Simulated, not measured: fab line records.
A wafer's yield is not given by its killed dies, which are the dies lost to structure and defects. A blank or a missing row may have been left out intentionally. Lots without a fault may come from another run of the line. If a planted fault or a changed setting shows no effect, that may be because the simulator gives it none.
2 desks, one fault | flow rit_cmos | each desk has only its own numbers; what lay behind them comes last

== METROLOGY DESK ==
What the gauges read for every lot (on any tool): the sampled wafers with a number, averaged. A lot is out of limits, marked OUT, if its mean lies more than 4 standard deviations from the usual mean; the brackets give that distance.
Columns: A = cd_nm at RIT_GATE_CD_MEAS_16, usual 149.5 nm; B = GATE_OVL at RIT_GATE_OVL_MEAS_17, usual -0.9 nm; C = cd_nm at RIT_GATE_CD_MEAS_90, usual 149.4 nm; D = REOX_OXIDE_THK at RIT_REOX_THK_MEAS_04, usual 25.0 nm; E = NLDD_OVL at RIT_NLDD_OVL_MEAS_06, usual -0.5 nm
lot  | first seen here | A     | B    | C     | D    | E
L508 | day 3 19:35     | 149.6 | -1.5 | 149.8 | 24.9 | -0.3
L509 | day 3 23:52     | 153.7 | -1.5 | 153.6 | 25.6 | -0.7
L519 | day 6 05:38     | 149.6 | -0.8 | 149.5 | 24.6 | -0.9
L521 | day 6 12:20     | 147.0 | 1.5  | 146.8 | 25.4 | 1.1
L524 | day 7 03:18     | 146.1 | -0.4 | 146.0 | 24.6 | -2.6
L525 | day 7 10:13     | 153.0 | -1.2 | 153.2 | 25.3 | -0.6
This desk's verdict: no lot among the 6 shows anything out of limits.

== TOOL OWNER'S DESK, litho_track-04 ==
The tool's own readings at RIT_NLDD_COAT_01 (resist thk 1000 nm): means of the sampled wafers that have a number, for each lot that ran on this tool. A lot is out of limits, marked OUT, if its mean lies more than 4 standard deviations from the usual mean; the brackets give that distance.
Columns: A = dispense_pressure_kPa at RIT_NLDD_COAT_01, usual 50 kPa
lot  | first seen here | A
L509 | day 4 04:08     | 54
L519 | day 6 09:50     | 54
L521 | day 6 16:11     | 54
This desk's verdict: no lot among the 3 shows anything out of limits.

== BROUGHT TOGETHER ==
At the metrology desk, nothing out of limits was observed.
Nothing out of limits was seen by the tool owner's desk.

== WHAT HAD BEEN PUT IN BY THE SIMULATOR ==
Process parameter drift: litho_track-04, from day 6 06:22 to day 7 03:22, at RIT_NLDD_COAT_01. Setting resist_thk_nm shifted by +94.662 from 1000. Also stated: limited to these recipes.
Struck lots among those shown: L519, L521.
